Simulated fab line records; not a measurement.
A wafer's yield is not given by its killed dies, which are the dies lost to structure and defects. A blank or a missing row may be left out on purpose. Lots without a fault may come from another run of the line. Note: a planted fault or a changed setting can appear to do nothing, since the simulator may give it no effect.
Struck lot and sound lot, side by side + flow rit cmos + 14 out of 202 route steps
Sound: these wafers, L187.1, L187.4, L187.5. The struck wafers were L180.1, L180.4, L180.5. At the end, the cause is stated.
For every step that has rows: the tool of each side, followed by ch and its chambers, followed by its first start. Under that, the readings that differ: sound wafers + struck wafers + difference of the means + sigmas: that difference in standard deviations of wafers without a fault.
alike: same words and numbers on both sides, and readings whose means sit less than 2 such deviations apart. not compared: any withheld reading, any reading some wafer has no value for, any bound like >300 that may hide the same value, and any number with overlapping values for which the record gives no deviation.
The two part at a step that has a row with sigmas, a row that says differs or no value, or rows on one side only. Non-overlapping numbers with no deviation appear without sigmas and do not part them. A reading that every wafer of one side lacks parts them only if that side has two wafers or more.

first, 4 steps without rows for these wafers: RIT_NLDD_SOFTBAKE_02 (time 60 s); RIT_NLDD_EXPOSE_03 (exposes mask M7, target cd 40700 nm); RIT_NLDD_PEB_04; RIT_NLDD_DEVELOP_05 (develop time 50 s).
RIT_NLDD_OVL_MEAS_06:
  sound on overlay-01 at day 6 11:47; struck on overlay-02 at day 5 00:14
| reading       | sound       | struck         | difference | sigmas |
|---------------|-------------|----------------|------------|--------|
| NLDD_OVL (nm) | 1.5 1.9 2.6 | -1.0 -2.6 -2.6 | -4.1       | -3     |
then, 2 steps without rows for these wafers: RIT_NLDD_HARDBAKE_07 (time 60 s); RIT_NLDD_IMPLANT_08.
RIT_NLDD_STRIP_09: strips in O2, time 180 s.
  sound on plasma asher-02 ch 0, day 6 12:08; struck on plasma asher-04 ch 1, day 5 00:35
  alike: drypump motor current A
  not compared: rf hours counter h
RIT_NLDD_TW_MEAS_10:
  sound on film metro-01 at day 6 12:18; struck on film metro-03 at day 5 00:45
  alike: NLDD_TW
then, 3 steps without rows for these wafers: RIT_PLDD_HMDS_00 (prime time 60 s); RIT_PLDD_COAT_01 (resist thk 1000 nm); RIT_PLDD_SOFTBAKE_02 (time 60 s).
RIT_PLDD_EXPOSE_03: exposes mask M8, target cd 40900 nm.
  sound on iline stepper-02 ch 0, day 6 12:49; struck on iline stepper-02, day 5 01:28
  no value came back on the struck wafers for exposure dose mJ cm2, focus offset nm (nm), na; on the sound wafers exposure dose mJ cm2 reads 250.07 249.71 250.05
  alike: mask
after that, 1 step had no rows for these wafers: RIT_PLDD_PEB_04.

## WHERE THEY PART
Earliest at RIT_NLDD_OVL_MEAS_06; latest, in this record, at RIT_PLDD_EXPOSE_03.

WHY: whatever the simulator had introduced
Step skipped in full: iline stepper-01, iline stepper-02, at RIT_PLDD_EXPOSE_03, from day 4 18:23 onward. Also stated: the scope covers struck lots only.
